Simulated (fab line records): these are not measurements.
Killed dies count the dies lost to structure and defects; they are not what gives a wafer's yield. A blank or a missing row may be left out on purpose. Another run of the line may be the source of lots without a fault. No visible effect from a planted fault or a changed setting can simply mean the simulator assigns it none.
What tool caused it? :: flow rit cmos :: 15 lots with 45 wafers sampled at 3 steps, on a route of 202 steps

== WHAT THE GAUGES SHOWED, per wafer ==
RIT_PSD_TW_MEAS_10.
lot: L344
measured: day 3 05:52
on: film metro-03
PSD_TW: 3437 3431 3400

lot: L345
measured: day 3 10:47
on: film metro-02
PSD_TW: 3404 3394 3407

lot: L346
measured: day 3 12:50
on: film metro-02
PSD_TW: 3417 3420 3429

lot: L347
measured: day 4 00:20
on: film metro-04
PSD_TW: 3458 3428 3425

lot: L348
measured: day 4 06:19
on: film metro-02
PSD_TW: 3411 3429 3419

lot: L349
measured: day 4 13:49
on: film metro-04
PSD_TW: 3423 3438 3431

lot: L351
measured: day 4 21:20
on: film metro-02
PSD_TW: 3412 3409 3410

lot: L352
measured: day 5 04:41
on: film metro-03
PSD_TW: 3453 3436 3436

lot: L355
measured: day 5 18:51
on: film metro-02
PSD_TW: 3402 3402 3424

lot: L362
measured: day 7 00:08
on: film metro-04
PSD_TW: 3382 3372 3380

lot: L363
measured: day 7 06:23
on: film metro-04
PSD_TW: 3381 3372 3370

lot: L364
measured: day 7 14:35
on: film metro-03
PSD_TW: 3409 3401 3406

lot: L365
measured: day 7 18:57
on: film metro-02
PSD_TW: 3374 3387 3365

lot: L366
measured: day 8 00:53
on: film metro-02
PSD_TW: 3415 3433 3449

lot: L367
measured: day 8 12:56
on: film metro-02
PSD_TW: 3421 3422 3418

RIT_SDANNEAL_RS_MEAS_04: the measuring method here is four-point-probe.
lot: L344
measured: day 3 06:23
on: film metro-02
PSD_RS (ohm/sq): 116.08 115.76 115.98

lot: L345
measured: day 3 11:17
on: film metro-02
PSD_RS (ohm/sq): 115.59 115.82 115.81

lot: L346
measured: day 3 13:22
on: film metro-03
PSD_RS (ohm/sq): 116.08 116.19 115.84

lot: L347
measured: day 4 00:50
on: film metro-02
PSD_RS (ohm/sq): 115.98 115.71 116.16

lot: L348
measured: day 4 06:49
on: film metro-03
PSD_RS (ohm/sq): 116.54 116.30 116.43

lot: L349
measured: day 4 14:19
on: film metro-02
PSD_RS (ohm/sq): 115.67 115.57 115.55

lot: L351
measured: day 4 21:49
on: film metro-02
PSD_RS (ohm/sq): 115.37 115.42 115.56

lot: L352
measured: day 5 05:17
on: film metro-03
PSD_RS (ohm/sq): 115.76 116.34 115.71

lot: L355
measured: day 5 19:22
on: film metro-03
PSD_RS (ohm/sq): 115.41 115.56 115.59

lot: L362
measured: day 7 00:40
on: film metro-03
PSD_RS (ohm/sq): 117.36 117.64 117.09

lot: L363
measured: day 7 06:53
on: film metro-02
PSD_RS (ohm/sq): 117.51 117.37 117.27

lot: L364
measured: day 7 15:05
on: film metro-02
PSD_RS (ohm/sq): 116.07 116.06 115.90

lot: L365
measured: day 7 19:26
on: film metro-04
PSD_RS (ohm/sq): 117.23 117.78 117.71

lot: L366
measured: day 8 01:22
on: film metro-03
PSD_RS (ohm/sq): 115.92 115.52 115.66

lot: L367
measured: day 8 13:26
on: film metro-04
PSD_RS (ohm/sq): 116.06 116.02 116.13

== EACH LOT AND THE TOOL THAT RAN IT (in order: tool; ch and the chambers of the sampled wafers; start) ==
lot: L344
RIT_PSD_IMPLANT_08: implanter-01 ch 0, day 3 05:35

lot: L345
RIT_PSD_IMPLANT_08: implanter-01 ch 0, day 3 10:28

lot: L346
RIT_PSD_IMPLANT_08: implanter-03 ch 0, day 3 12:32

lot: L347
RIT_PSD_IMPLANT_08: implanter-01 ch 0, day 4 00:02

lot: L348
RIT_PSD_IMPLANT_08: implanter-04 ch 0, day 4 06:00

lot: L349
RIT_PSD_IMPLANT_08: implanter-01 ch 0, day 4 13:31

lot: L351
RIT_PSD_IMPLANT_08: implanter-04 ch 0, day 4 21:01

lot: L352
RIT_PSD_IMPLANT_08: implanter-04 ch 0, day 5 04:22

lot: L355
RIT_PSD_IMPLANT_08: implanter-04 ch 0, day 5 18:33

lot: L362
RIT_PSD_IMPLANT_08: implanter-01 ch 0, day 6 23:51

lot: L363
RIT_PSD_IMPLANT_08: implanter-01 ch 0, day 7 06:05

lot: L364
RIT_PSD_IMPLANT_08: implanter-04 ch 0, day 7 14:16

lot: L365
RIT_PSD_IMPLANT_08: implanter-01 ch 0, day 7 18:37

lot: L366
RIT_PSD_IMPLANT_08: implanter-04 ch 0, day 8 00:34

lot: L367
RIT_PSD_IMPLANT_08: implanter-04 ch 0, day 8 12:37
- RIT_PSD_IMPLANT_08

== WHAT THE TOOLS THEMSELVES READ (means of the sampled wafers that have a number; where no wafer has one, the mark that the record gives instead) ==
The record holds no such reading with a usual standard deviation.

== THE ANSWER, worked out from the rows above alone ==
Rule: usual is defined by the lots themselves. Put in order of their means at a reading, lots are off if they are a third of the lots or fewer, leave a main group of 4 or more, and stand apart from it by a gap of 3 or more times the standard deviation of the main group's means; of several such gaps the widest counts. A main group is skipped when, at the precision printed for the reading in the tables above, its means are all equal. A lot without any number at a reading at which 4 lots or more have one is off too. All remaining lots with rows at the step are treated as sound. After the gauges, taken in route order, come the tools' own readings; for these a lot's mean is taken, as printed above. The first step at which some lot is off is used, and at that step the reading that is off furthest; a lot without a number counts as furthest.
Off: at RIT_SDANNEAL_RS_MEAS_04 (PSD_RS), L362, L363, L365. Main group: mean 115.86 ohm/sq, sd 0.26.
A tool fits if, at a process step before that reading, it ran every lot that is off, and no sound lot after the first of them. Gauges at RIT_SDANNEAL_RS_MEAS_04: tried the same way as those tools. One fits: implanter-01 at RIT_PSD_IMPLANT_08. A fault onset in the window from L349 (day 4 13:31, its last sound lot) to L362 (day 6 23:51, its first lot off) fits.

== WHAT THE SIMULATOR PUT IN ==
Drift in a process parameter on implanter-01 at RIT_PSD_IMPLANT_08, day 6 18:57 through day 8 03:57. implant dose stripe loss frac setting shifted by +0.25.
Struck lots among those shown: L362, L363, L365. The rule above reached the same finding.
